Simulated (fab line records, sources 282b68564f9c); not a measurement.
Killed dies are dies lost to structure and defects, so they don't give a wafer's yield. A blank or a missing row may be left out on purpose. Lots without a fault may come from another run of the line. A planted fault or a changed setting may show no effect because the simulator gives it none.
Tool commonality check | flow rit_cmos | 14 lots, 42 wafers sampled

WHY IT WAS OPENED
At RIT_SDANNEAL_RS_MEAS_04 the reading PSD_RS is flagged on 2 of 14 lots. Wafers without a fault read 115.93 ohm/sq, standard deviation 0.29.
Rule: a lot is flagged when every wafer of it that has a number lies more than 4 standard deviations from that mean, or none has a number. The other lots count as sound.

lot  | measured    | on            | PSD_RS (ohm/sq), wafer by wafer | flag
L950 | day 3 04:47 | film_metro-02 | 115.99 116.03 116.40            |
L952 | day 3 17:03 | film_metro-03 | 115.86 116.40 116.16            |
L953 | day 3 17:28 | film_metro-04 | 115.87 116.16 116.15            |
L954 | day 4 06:19 | film_metro-04 | 115.37 116.08 115.85            |
L956 | day 4 09:07 | film_metro-02 | 115.54 116.00 116.09            |
L957 | day 4 12:53 | film_metro-02 | 116.01 115.75 115.82            |
L958 | day 4 19:32 | film_metro-02 | 115.94 115.53 115.55            |
L959 | day 5 03:50 | film_metro-03 | 116.58 116.35 116.44            |
L960 | day 5 04:53 | film_metro-04 | 115.28 115.64 115.55            |
L963 | day 5 18:48 | film_metro-02 | 116.12 115.76 116.05            |
L968 | day 6 19:07 | film_metro-03 | 96.29 96.43 96.14               | FLAGGED
L970 | day 7 07:11 | film_metro-02 | 96.57 95.92 96.35               | FLAGGED
L971 | day 7 12:08 | film_metro-03 | 115.84 115.82 115.86            |
L973 | day 7 21:46 | film_metro-03 | 116.57 116.19 116.53            |
The numbers of the flagged lots are 96.28 ohm/sq on average: -19.65 ohm/sq against the usual, or -68 standard deviations.

WHICH TOOL RAN EACH LOT
The record holds 1 process step before the reading, out of a route of 202 steps. In each cell: the tool, then ch and the chambers that the sampled wafers went through, then the start.
lot  | flag    | RIT_SDANNEAL_RTA_03
L950 |         | rtp_anneal-01 ch 0, day 3 04:43
L952 |         | rtp_anneal-01 ch 0, day 3 16:59
L953 |         | rtp_anneal-02 ch 0, day 3 17:24
L954 |         | rtp_anneal-01 ch 0, day 4 06:16
L956 |         | rtp_anneal-01 ch 0, day 4 09:03
L957 |         | rtp_anneal-02 ch 0, day 4 12:50
L958 |         | rtp_anneal-01 ch 0, day 4 19:28
L959 |         | rtp_anneal-02 ch 0, day 5 03:46
L960 |         | rtp_anneal-01 ch 0, day 5 04:50
L963 |         | rtp_anneal-02 ch 0, day 5 18:44
L968 | FLAGGED | rtp_anneal-01 ch 0, day 6 19:03
L970 | FLAGGED | rtp_anneal-01 ch 0, day 7 07:07
L971 |         | rtp_anneal-02 ch 0, day 7 12:05
L973 |         | rtp_anneal-02 ch 0, day 7 21:41
What these steps do:
- RIT_SDANNEAL_RTA_03: time 5 s.
- RIT_SDANNEAL_RS_MEAS_04: measures by four-point-probe.

FLAGGED OVER TOTAL, TOOL BY TOOL (the gauges that took the reading come last)
step                    | tool          | lots run | flagged | share of the flagged lots | sound lots run after its first flagged lot
RIT_SDANNEAL_RTA_03     | rtp_anneal-01 | 8        | 2       | all                       | 0
RIT_SDANNEAL_RTA_03     | rtp_anneal-02 | 6        | 0       | none                      | -
RIT_SDANNEAL_RS_MEAS_04 | film_metro-02 | 6        | 1       | some                      | 0
RIT_SDANNEAL_RS_MEAS_04 | film_metro-03 | 5        | 1       | some                      | 2 (L971,L973)
RIT_SDANNEAL_RS_MEAS_04 | film_metro-04 | 3        | 0       | none                      | -

WHAT THE TABLE ALLOWS
1 row of the table ran every flagged lot: rtp_anneal-01 at RIT_SDANNEAL_RTA_03.
- rtp_anneal-01 at RIT_SDANNEAL_RTA_03: 2 of its 8 lots flagged. Its last sound lot is L960 (day 5 04:50), its first flagged lot L968 (day 6 19:03): a fault that began between those two fits.
One tool is left: rtp_anneal-01 at RIT_SDANNEAL_RTA_03.

WHAT THE SIMULATOR HAD PUT IN
Process parameter drift: rtp_anneal-01, from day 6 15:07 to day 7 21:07, at RIT_SDANNEAL_RTA_03. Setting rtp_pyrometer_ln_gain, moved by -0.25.
Lots struck among those shown: L968, L970. The rule above found the same.
